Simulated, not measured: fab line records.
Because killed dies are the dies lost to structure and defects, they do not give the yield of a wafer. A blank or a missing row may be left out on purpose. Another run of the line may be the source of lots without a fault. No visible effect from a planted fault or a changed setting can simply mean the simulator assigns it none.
Which of the tools did it? :: flow rit cmos :: route of 202 steps, sampled at 1 step: 14 lots, 42 wafers

WHAT THE GAUGES SHOWED, per wafer
RIT_NRETRO_OVL_MEAS_06. Usual: for NRETRO_OVL the level is -0.5 nm and the standard deviation is 1.5.
lot: L690
measured: day 2 11:20
on: overlay-01
NRETRO_OVL (nm): -0.6 -1.3 -0.6
flag: 

lot: L691
measured: day 2 15:52
on: overlay-02
NRETRO_OVL (nm): -2.2 -1.9 -2.7
flag: 

lot: L692
measured: day 2 21:52
on: overlay-01
NRETRO_OVL (nm): 0.7 0.8 -0.8
flag: 

lot: L693
measured: day 3 02:04
on: overlay-01
NRETRO_OVL (nm): 1.3 2.0 1.4
flag: 

lot: L697
measured: day 3 22:07
on: overlay-01
NRETRO_OVL (nm): 0.4 -0.1 -0.5
flag: 

lot: L700
measured: day 4 13:35
on: overlay-02
NRETRO_OVL (nm): 2.0 0.2 0.1
flag: 

lot: L702
measured: day 4 22:09
on: overlay-02
NRETRO_OVL (nm): -2.9 -1.8 -0.9
flag: 

lot: L704
measured: day 5 09:17
on: overlay-02
NRETRO_OVL (nm): -0.4 -0.8 0.1
flag: 

lot: L705
measured: day 5 14:17
on: overlay-01
NRETRO_OVL (nm): -0.2 -3.1 -1.9
flag: 

lot: L706
measured: day 5 18:09
on: overlay-01
NRETRO_OVL (nm): 0.5 0.7 0.5
flag: 

lot: L707
measured: day 5 22:49
on: overlay-01
NRETRO_OVL (nm): 0.7 -0.3 -0.3
flag: 

lot: L708
measured: day 6 05:18
on: overlay-01
NRETRO_OVL (nm): -0.2 0.2 -1.1
flag: 

lot: L710
measured: day 6 14:04
on: overlay-02
NRETRO_OVL (nm): -0.8 -2.1 -1.7
flag: 

lot: L712
measured: day 7 00:01
on: overlay-02
NRETRO_OVL (nm): -1.4 -1.1 -3.3
flag: 

WHICH TOOL RAN EACH LOT (tool, then ch and the chambers of the sampled wafers, then the start)
The record shows no process step preceding these readings.

WHAT THE TOOLS THEMSELVES READ (means of the sampled wafers that have a number; where no wafer has one, the mark that the record gives instead)
The record holds no such reading with a usual standard deviation.

THE ANSWER, worked out from the rows above alone
Rule: lot off if the mean of its wafers having a number is beyond 3 standard deviations from the usual mean. A lot without any number at a reading at which 4 lots or more have one is off too. Where the step has rows for the other lots, those lots are counted as sound. The gauges are gone through in route order, then the tools' own readings, and for those a lot's mean is taken as printed above. At the first step where some lot is off, the reading lying furthest off is the one used; lots without a number count as furthest.
No lot is off on any of the readings shown, so nothing can be concluded from this.

WHAT WAS PUT IN BY THE SIMULATOR
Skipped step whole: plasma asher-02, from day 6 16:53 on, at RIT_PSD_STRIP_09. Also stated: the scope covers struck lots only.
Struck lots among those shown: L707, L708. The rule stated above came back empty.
